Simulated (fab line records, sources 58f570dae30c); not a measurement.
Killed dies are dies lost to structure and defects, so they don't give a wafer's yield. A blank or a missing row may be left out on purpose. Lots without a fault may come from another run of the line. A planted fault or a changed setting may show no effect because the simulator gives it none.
fab line records | flow berkeley_cmos170 | part 2 of 2: steps 28 to 40 of 40
record lots=5 wafers=15 last_day=12
route steps=331 shown WELLDRIVE@56 ACTIVE@60 PFIELD@79 FIELD@89
lots that met no fault: from a run of the same line without faults
start_h: hours from the record's first day to the start of the lot's first wafer shown | wait_h: hours since the lot's step before | " the same as in the row above | L1.1+2: a row that stands for several wafers | - no value, or no start given | * or withheld: withheld | < > ~ a bound
route shown NAME@n: a module of which the file shows steps, and the number in the route of the first | usual: mean/standard deviation of fault-free wafers | same: alike in all rows | chamber/n: place in a boat | sites: the reading at each site | _std_site: their standard deviation | _edge_site: outer sites' mean less inner sites' | radius_mm: how far each site lies from the wafer's centre | mask NAME#n: copy n | behind: the tool/chamber that last shaped the wafer | hold: why the lot was held/for how many hours/how that ended | device: the transistor (n, p or np) that didn't switch | end of line: the same wafers' tests at the end of the route | a step without rows: its recipe alone | killed: dies lost to structure and defects at the first sort, not the wafer's yield | map: a wafer's dies, x killed, . not, _ none there
set.NAME: the setting as run; set.NAME@STEP: as run at that earlier step | model.NAME: the simulator's own value behind a step, which no gauge read
lots at some steps of the route; a table a step, a row a wafer
services: from which hour (start_h, from the record's first day; less than 0 if before it) a tool's chamber was out of use, for how many hours, and why
## steps
# step UCB170_PFIELD_PEB_04
# recipe peb_temp_c=130 peb_time_s=withheld resist=KrF
# usual exhaust_pa=45.1/0.87
# columns lot.wafer tool chamber start_h wait_h exhaust_pa
L079.1 litho_track-02 0 122.65 0.1 45.7
L079.2 " 0 " " 45.8
L079.4 " 0 " " 44.3
L083.1 litho_track-02 0 145.18 0.4 44.2
L083.3 " 0 " " 45.1
L083.4 " 0 " " 43.7
L086.3 litho_track-04 0 153.64 0.5 46.0
L086.4 " 0 " " 46.1
L086.5 " 0 " " 46.6
L088.1 litho_track-01 0 165.62 0.1 45.2
L088.3 " 0 " " 45.8
L088.6 " 0 " " 46.0
L089.1 litho_track-04 0 182.78 0.1 44.9
L089.4 " 0 " " 45.4
L089.6 " 0 " " 44.7
# step UCB170_PFIELD_DEVELOP_05
# recipe developer=TMAH develop_time_s=45 resist=KrF dev_temp_c=21
# usual exhaust_pa=44.9/0.81
# columns lot.wafer tool chamber start_h wait_h exhaust_pa
L079.1 litho_track-02 0 - - 44.5
L079.2 " 0 " " 43.1
L079.4 " 0 " " 43.7
L083.1 litho_track-02 0 - - 45.0
L083.3 " 0 " " 43.2
L083.4 " 0 " " 44.3
L086.3 litho_track-04 0 - - 44.0
L086.4 " 0 " " 44.6
L086.5 " 0 " " 44.8
L088.1 litho_track-01 0 - - 44.2
L088.3 " 0 " " 43.8
L088.6 " 0 " " 45.2
L089.1 litho_track-04 0 - - 44.3
L089.4 " 0 " " 45.5
L089.6 " 0 " " 44.7
# step UCB170_PFIELD_OVL_MEAS_06
# usual PFIELD_OVL=1/5.8
# columns lot.wafer tool chamber start_h wait_h PFIELD_OVL[nm]
L079.1 overlay-02 - 122.92 - -13
L079.2 " - " " -2
L079.4 " - " " -6
L083.1 overlay-02 - 145.45 - 6
L083.3 " - " " 0
L083.4 " - " " -2
L086.3 overlay-02 - 153.88 - 10
L086.4 " - " " 0
L086.5 " - " " 9
L088.1 overlay-02 - 165.90 - 4
L088.3 " - " " 4
L088.6 " - " " -2
L089.1 overlay-02 - 183.06 - -3
L089.4 " - " " -6
L089.6 " - " " 1
# step UCB170_PFIELD_IMPLANT_07
# recipe species=B dose_cm2=2e+13 energy_kev=80 tilt_deg=7
# usual faraday_current_uA=63.2/1.3
# columns lot.wafer tool chamber start_h wait_h faraday_current_uA
L079.1 implanter-03 0 122.96 0.0 64.4
L079.2 " 0 " " 63.7
L079.4 " 0 " " 64.7
L083.1 implanter-01 0 145.49 0.0 63.0
L083.3 " 0 " " 61.6
L083.4 " 0 " " 62.1
L086.3 implanter-03 0 153.95 0.1 61.8
L086.4 " 0 " " 63.2
L086.5 " 0 " " 62.1
L088.1 implanter-01 0 165.93 0.0 60.1
L088.3 " 0 " " 63.9
L088.6 " 0 " " 64.1
L089.1 implanter-03 0 183.10 0.0 63.6
L089.4 " 0 " " 63.1
L089.6 " 0 " " 63.5
# step UCB170_PFIELD_STRIP_08
# recipe chemistry=O2 power_w=400 pressure_mtorr=3500 platen_temp_c=withheld o2_flow_sccm=400 overash_fraction=0.5
# usual drypump_motor_current_A=5.6/0.61 oes_product_au=0.734/0.0049 strip_time_to_endpoint_s=21.67/0.085
# columns lot.wafer tool chamber start_h wait_h drypump_motor_current_A oes_product_au rf_hours_counter_h strip_time_to_endpoint_s
L079.1 plasma_asher-02 0 123.11 0.1 6.1 0.737 30 21.77
L079.2 " 1 " " 6.6 0.736 30 21.87
L079.4 " 0 " " 6.1 0.729 - 21.83
L083.1 plasma_asher-01 0 145.64 0.1 5.7 0.737 3 21.68
L083.3 " 0 " " 5.7 0.736 - 21.61
L083.4 " 1 " " 5.2 0.720 - 21.65
L086.3 plasma_asher-01 1 154.09 0.1 5.3 0.737 - 21.75
L086.4 " 0 " " 5.7 0.735 - 21.75
L086.5 " 0 " " 5.7 0.742 - 21.82
L088.1 plasma_asher-01 1 166.08 0.1 5.2 0.735 6 21.67
L088.3 " 0 " " 5.7 0.730 - 21.74
L088.6 " 1 " " 5.2 0.733 - 21.69
L089.1 plasma_asher-03 0 183.25 0.1 6.0 0.737 46 21.69
L089.4 " 1 " " 4.7 0.736 - 21.62
L089.6 " 1 " " 4.6 0.739 - 21.60
# step UCB170_PFIELD_TW_MEAS_09
# usual PFIELD_TW=602/6.6
# columns lot.wafer tool chamber start_h wait_h PFIELD_TW
L079.1 film_metro-01 - 123.21 0.1 606
L079.2 " - " " 600
L079.4 " - " " 601
L083.1 film_metro-03 - 145.74 0.1 598
L083.3 " - " " 597
L083.4 " - " " 595
L086.3 film_metro-04 - 154.17 0.1 615
L086.4 " - " " 613
L086.5 " - " " 613
L088.1 film_metro-03 - 166.18 0.1 598
L088.3 " - " " 599
L088.6 " - " " 599
L089.1 film_metro-03 - 183.35 0.1 597
L089.4 " - " " 595
L089.6 " - " " 595
# step UCB170_FIELD_CLEAN_00
# recipe chemistry=dHF dilution=25:1 time_s=7.5
# columns lot.wafer tool chamber start_h wait_h
L079.1+2+4 wet_bench-03 2 123.27 0.1
L083.1+3+4 wet_bench-01 0 147.27 1.5
L086.3+4+5 wet_bench-01 0 154.21 0.0
L088.1+3+6 wet_bench-02 0 166.24 0.1
L089.1+4+6 wet_bench-03 2 183.43 0.1
# step UCB170_FIELD_OXIDATION_01
# recipe temp_c=1000 ambient=H2O p_h2o_torr=584.62 target_thk_a=5583 ox_time_s=7200
# usual spike_tc_source_C=1027.1/2.1
# columns lot.wafer tool chamber start_h wait_h spike_tc_source_C
L079.1 furnace-04 0 128.96 5.7 1025.4
L079.2 " 0 " " 1026.3
L079.4 " 0 " " 1027.4
L083.1 furnace-01 0 151.76 4.5 1027.8
L083.3 " 0 " " 1030.0
L083.4 " 0 " " 1028.3
L086.3 furnace-01 0 158.70 4.5 1030.3
L086.4 " 0 " " 1027.9
L086.5 " 0 " " 1029.7
L088.1 furnace-02 0 170.90 4.7 1028.6
L088.3 " 0 " " 1025.2
L088.6 " 0 " " 1028.0
L089.1 furnace-04 0 186.32 2.9 1024.4
L089.4 " 0 " " 1024.7
L089.6 " 0 " " 1026.4
# step UCB170_FIELD_THK_MEAS_02
# recipe reads=SiO2_of_FIELD_OXIDATION_01
# usual FIELD_OXIDE_THK=555/8.6
# columns lot.wafer tool chamber start_h wait_h FIELD_OXIDE_THK[nm]
L079.1 film_metro-04 - 131.96 0.0 551
L079.2 " - " " 551
L079.4 " - " " 552
L083.1 film_metro-04 - 154.76 0.0 560
L083.3 " - " " 564
L083.4 " - " " 566
L086.3 film_metro-04 - 161.72 0.0 572
L086.4 " - " " 570
L086.5 " - " " 569
L088.1 film_metro-04 - 173.96 0.1 544
L088.3 " - " " 545
L088.6 " - " " 543
L089.1 film_metro-02 - 189.32 0.0 559
L089.4 " - " " 554
L089.6 " - " " 556
# step UCB170_FIELD_ANNEAL_03
# recipe temp_c=1000 time_s=1200 ambient=N2
# usual spike_tc_source_C=1027.3/2
# columns lot.wafer tool chamber start_h wait_h spike_tc_source_C
L079.1 furnace-01 0 135.85 3.9 1029.3
L079.2 " 0 " " 1028.5
L079.4 " 0 " " 1029.3
L083.1 furnace-04 0 161.11 6.3 1026.0
L083.3 " 0 " " 1025.4
L083.4 " 0 " " 1025.2
L086.3 furnace-04 0 168.04 6.3 1024.9
L086.4 " 0 " " 1026.8
L086.5 " 0 " " 1026.0
L088.1 furnace-01 0 179.56 5.6 1028.6
L088.3 " 0 " " 1030.1
L088.6 " 0 " " 1029.7
L089.1 furnace-02 0 198.82 9.5 1028.1
L089.4 " 0 " " 1024.8
L089.6 " 0 " " 1027.8
# step UCB170_FIELD_WET_ETCH_04
# recipe chemistry=dHF dilution=10:1 target=SiO2 temp_c=25 time_s=60
# columns lot.wafer tool chamber start_h wait_h
L079.1+2+4 wet_bench-01 2 137.18 0.0
L083.1+3+4 wet_bench-01 0 162.44 0.0
L086.3+4+5 wet_bench-01 2 169.37 0.0
L088.1+3+6 wet_bench-01 2 180.90 0.0
L089.1+4+6 wet_bench-02 3 200.15 0.0
# step UCB170_FIELD_WET_ETCH_05
# recipe chemistry=H3PO4 target=Si3N4 temp_c=160 time_s=12600
# columns lot.wafer tool chamber start_h wait_h
L079.1+2+4 wet_bench-01 2 137.21 0.0
L083.1+3+4 wet_bench-01 3 162.46 0.0
L086.3+4+5 wet_bench-03 2 169.40 0.0
L088.1+3+6 wet_bench-01 1 180.92 0.0
L089.1+4+6 wet_bench-01 3 200.18 0.0
# step UCB170_FIELD_WET_ETCH_06
# recipe chemistry=BOE dilution=5:1 target=SiO2 temp_c=25 time_s=22
# columns lot.wafer tool chamber start_h wait_h
L079.1+2+4 wet_bench-01 0 141.39 0.0
L083.1+3+4 wet_bench-02 1 165.97 0.0
L086.3+4+5 wet_bench-01 1 172.91 0.0
L088.1+3+6 wet_bench-03 3 184.75 0.0
L089.1+4+6 wet_bench-02 1 203.69 0.0
## services
# columns tool chamber start_h hours kind
wet_bench-02 - 80.22 1.9 pm
krf_scanner-02 - 84.65 1.0 pm
rie_diel-03 0 97.21 6.2 repair
implanter-03 - 99.48 1.7 repair
krf_scanner-01 - 102.67 1.0 pm
implanter-01 - 107.70 15.7 repair
plasma_asher-01 - 108.75 9.0 pm
furnace-01 - 111.83 2.6 pm
lpcvd-01 - 117.21 0.6 repair
plasma_asher-04 - 117.67 1.4 repair
plasma_asher-04 - 121.88 6.6 repair
plasma_asher-03 - 123.51 3.5 repair
plasma_asher-04 - 132.59 3.6 repair
krf_scanner-01 - 134.14 0.8 pm
rie_diel-02 1 136.08 7.0 repair
lpcvd-01 - 139.12 1.2 repair
krf_scanner-02 - 153.62 1.3 pm
lpcvd-01 - 161.77 14.6 pm
plasma_asher-04 - 173.59 2.8 repair
krf_scanner-01 - 175.32 1.3 pm
rie_diel-02 3 183.62 18.6 repair
implanter-01 - 188.04 4.6 pm
furnace-01 - 190.34 12.8 repair
rie_diel-03 3 201.23 7.4 repair
